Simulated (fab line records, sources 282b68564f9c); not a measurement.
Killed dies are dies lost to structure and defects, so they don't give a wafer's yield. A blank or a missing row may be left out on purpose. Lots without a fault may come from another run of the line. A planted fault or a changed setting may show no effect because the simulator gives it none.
A struck lot beside a sound one | flow rit_cmos | 27 steps out of a route of 202
Sound: wafers L115.1, L115.2, L115.5. Struck: wafers L111.1, L111.2, L111.5. The cause comes at the end.
At each step with rows: each side's tool, then ch and its chambers, then its first start. Under that, the readings that differ: sound wafers | struck wafers | difference of the means | sigmas: that difference in standard deviations of wafers without a fault.
alike: readings whose means differ by less than 2 such deviations, and words and numbers that are the same on both sides. not compared: withheld readings, readings that some wafer has no value for, bounds like >300 that may hide the same value, and numbers for which the record gives no deviation and whose values overlap.
The two part at a step that has a row with sigmas, a row that says differs or no value, or rows on one side only. Numbers that don't overlap but have no deviation are shown without sigmas and don't part them. A reading that every wafer of one side lacks parts them only if that side has two wafers or more.

RIT_ACTIVE_BOW_MEAS_00:
  sound on film_metro-04, day 3 02:00; struck on film_metro-01, day 2 06:00
  alike: INCOMING_BOW
RIT_ACTIVE_OXIDATION_01: target thk 46.8 nm, ox time 3360 s.
  sound on furnace-01 ch 0, day 3 03:00; struck on furnace-04 ch 0, day 2 07:34
  reading                                       | sound             | struck            | difference | sigmas
  model.SiO2_of_ACTIVE_OXIDATION_01.thk_nm (nm) | 47.18 48.16 48.16 | 53.95 53.52 53.78 | +5.92      |
RIT_ACTIVE_THK_MEAS_02:
  sound on film_metro-02, day 3 04:56; struck on film_metro-04, day 2 09:43
  reading               | sound          | struck         | difference | sigmas
  ACTIVE_OXIDE_THK (nm) | 47.2 48.2 48.2 | 54.0 53.5 53.8 | +5.9       | +5
  not compared: hold
RIT_ACTIVE_THK_MEAS_04:
  sound on film_metro-02, day 3 07:22; struck on film_metro-04, day 2 14:21
  alike: ACTIVE_NITRIDE_THK
then, 6 steps without rows for these wafers: RIT_ACTIVE_HMDS_05 (prime time 60 s); RIT_ACTIVE_COAT_06 (resist thk 1008 nm); RIT_ACTIVE_SOFTBAKE_07 (time 60 s); RIT_ACTIVE_EXPOSE_08 (exposes mask M1, target cd 1400 nm); RIT_ACTIVE_PEB_09; RIT_ACTIVE_DEVELOP_10 (develop time 50 s).
RIT_ACTIVE_CD_MEAS_11: target cd 1400 nm.
  sound on cd_sem-01, day 3 08:17; struck on cd_sem-01, day 2 15:27
  alike: cd_nm
then, 1 step without rows for these wafers: RIT_ACTIVE_HARDBAKE_12 (time 60 s).
RIT_ACTIVE_ETCH_13: etches Si3N4 in SF6, stops on SiO2, time 210 s, target depth 210 nm.
  sound on rie_diel-03 ch 1,2,3, day 3 08:33; struck on rie_diel-03 ch 0,2,3, day 2 15:47
  alike: drypump_motor_current_A, oes_product_au, throttle_valve_pct
  not compared: rf_hours_counter_h
RIT_ACTIVE_STRIP_14: strips in O2, time 180 s.
  sound on plasma_asher-04 ch 0,1, day 3 08:41; struck on plasma_asher-03 ch 0,1, day 2 15:55
  alike: drypump_motor_current_A
  not compared: rf_hours_counter_h
RIT_ACTIVE_CD_MEAS_90: target cd 1400 nm.
  sound on cd_sem-02, day 3 08:52; struck on cd_sem-02, day 2 16:05
  alike: cd_nm
then, 4 steps without rows for these wafers: RIT_ACTIVE_CLEAN_15 (cleans in SC1, time 600 s); RIT_ACTIVE_CLEAN_16 (cleans in dHF, time 30 s); RIT_ACTIVE_CLEAN_17 (cleans in SC2, time 600 s); RIT_FOX1_OXIDATION_00 (target thk 350.7 nm, ox time 1130 s).
RIT_FOX1_THK_MEAS_01:
  sound on film_metro-02, day 3 10:40; struck on film_metro-02, day 2 18:06
  alike: FOX1_OXIDE_THK
then, 2 steps without rows for these wafers: RIT_FOX1_WET_ETCH_02 (etches SiO2 in BOE, target depth 350 nm, time 390 s); RIT_FOX2_OXIDATION_00 (target thk 350.7 nm, ox time 1169 s).
RIT_FOX2_THK_MEAS_01:
  sound on film_metro-04, day 3 12:10; struck on film_metro-01, day 2 20:12
  alike: FOX2_OXIDE_THK
then, 1 step without rows for these wafers: RIT_FOX2_CLEAN_02 (cleans in dHF, time 180 s).
RIT_FOX2_WET_ETCH_03: etches Si3N4 in H3PO4, target depth 195 nm, time 2700 s.
  sound on wet_bench-04 ch 2, day 3 12:17; struck on wet_bench-03 ch 2, day 2 21:12
  reading                                       | sound             | struck        | difference | sigmas
  model.SiO2_of_ACTIVE_OXIDATION_01.thk_nm (nm) | 41.82 39.38 39.88 | 45 44.13 45.3 | +4         |
  alike: bath_heat_duty_pct
RIT_FOX2_THK_MEAS_90:
  sound on film_metro-03, day 3 13:03; struck on film_metro-03, day 2 21:58
  alike: FIELD_OXIDE_LEFT_1_THK
RIT_M1_PROBE_99:
  the record has rows for the sound wafers here (prober-02, day 5 02:40) and none for the struck ones

WHERE THEY PART
First at RIT_ACTIVE_THK_MEAS_02; last, within this record, at RIT_M1_PROBE_99.

WHY: what the simulator had put in
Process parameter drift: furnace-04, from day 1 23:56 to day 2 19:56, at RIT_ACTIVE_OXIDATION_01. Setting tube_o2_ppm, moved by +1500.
